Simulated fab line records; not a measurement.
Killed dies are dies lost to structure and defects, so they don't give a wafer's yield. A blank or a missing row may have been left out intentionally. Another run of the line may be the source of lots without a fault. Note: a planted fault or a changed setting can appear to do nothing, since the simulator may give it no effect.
A struck lot beside a sound one / flow berkeley cmos170 / 15 steps out of a route of 331
Sound: these wafers, L413.4, L413.5, L413.6. Struck: wafer L421.6 (left out: L421.2, L421.3 of the same lot, which were not struck); the cause appears at the end.
At each step with rows: each side's tool, then ch and its chambers, then its first start. Under that, the readings that differ: sound wafers / struck wafers / difference of the means / sigmas: that difference in standard deviations of wafers without a fault.
alike: words and numbers the same on both sides, and readings whose means are apart by under 2 such deviations; not compared: readings that were withheld, readings missing a value for some wafer, numbers with overlapping values and no deviation given by the record, and bounds like >300 which may hide the same value.
A row with sigmas, a row that says differs or no value, or rows on one side alone: a step with any of these is where the two part. Non-overlapping numbers with no deviation appear without sigmas and do not part them. A reading missing from all wafers of one side parts the sides only when that side holds two or more wafers.

first, 3 steps without rows for these wafers: UCB170_BACKSIDE_HMDS_00 (prime time 60 s); UCB170_BACKSIDE_COAT_01 (resist thk 900 nm); UCB170_BACKSIDE_SOFTBAKE_02 (time 60 s).
UCB170_BACKSIDE_STRIP_03: strips in O2.
  sound on plasma asher-01 ch 0,1, day 7 18:32; struck on plasma asher-01 ch 1, day 9 08:49
  alike: drypump motor current A, oes product au, strip time to endpoint s
  not compared: rf hours counter h
then, 1 step without rows for these wafers: UCB170_BACKSIDE_CLEAN_04 (cleans in SPM, time 600 s).
UCB170_SDANNEAL_RTA_00: time 10 s.
  sound on rtp anneal-01 ch 0, day 7 18:49; struck on rtp anneal-02 ch 0, day 9 09:07
reading=lamp power pct (%); sound=21.5 21.4 21.4; struck=22.4; difference=+1.0; sigmas=+2
  alike: wafer_temp_C_max
UCB170_SDANNEAL_RTA_01: time 5 s.
  sound on rtp anneal-01 ch 0, day 7 18:53; struck on rtp anneal-02 ch 0, day 9 09:11
reading=lamp power pct (%); sound=33.1 33.1 33.1; struck=34.6; difference=+1.5; sigmas=+2
reading=wafer_temp_C_max; sound=1053.7 1053.9 1053.7; struck=1057.3; difference=+3.5; sigmas=+4
UCB170_SDANNEAL_RS_MEAS_02: measures by four-point-probe.
  sound on film metro-03, day 7 18:58; struck on film metro-01, day 9 09:16
  alike: PSD_RS
UCB170_SDANNEAL_RS_MEAS_03: measures by four-point-probe.
  sound on film metro-03, day 7 19:05; struck on film metro-01, day 9 09:23
  alike: NSD_RS
UCB170_SDANNEAL_RS_MEAS_04: measures by four-point-probe.
  sound on film metro-03, day 7 19:13; struck on film metro-01, day 9 09:30
  alike: PLDD_RS
UCB170_SDANNEAL_RS_MEAS_05: measures by four-point-probe.
  sound on film metro-03, day 7 19:20; struck on film metro-01, day 9 09:37
  alike: NLDD_RS
then, 1 step without rows for these wafers: UCB170_SILICIDE_PRE_CLEAN_00 (preclean etch time 60 s).
UCB170_SILICIDE_SPUTTER_01: material Ti, target thk 30 nm, time 25 s.
  sound on pvd sputter-04, day 7 19:28; struck on pvd sputter-02, day 9 09:47
reading=chamber pressure pa (Pa); sound=0.5001 0.4996 0.4991; struck=0.4821; difference=-0.0175; sigmas=-19
  alike: throttle valve pct
UCB170_SILICIDE_RS_MEAS_02: measures by four-point-probe.
  sound on film metro-04, day 7 19:33; struck on film metro-04, day 9 09:51
reading=SILICIDE_TI_RS (ohm/sq); sound=26.7 26.8 26.4; struck=25.5; difference=-1.1; sigmas=-3
UCB170_M3_PROBE_99:
  rows exist in the record for the struck wafers here (prober-02, day 10 08:16), but not for the sound ones

WHERE THEY PART
Last at UCB170_M3_PROBE_99 as far as this record goes, first at UCB170_SDANNEAL_RTA_00.

WHY: what the simulator had put in
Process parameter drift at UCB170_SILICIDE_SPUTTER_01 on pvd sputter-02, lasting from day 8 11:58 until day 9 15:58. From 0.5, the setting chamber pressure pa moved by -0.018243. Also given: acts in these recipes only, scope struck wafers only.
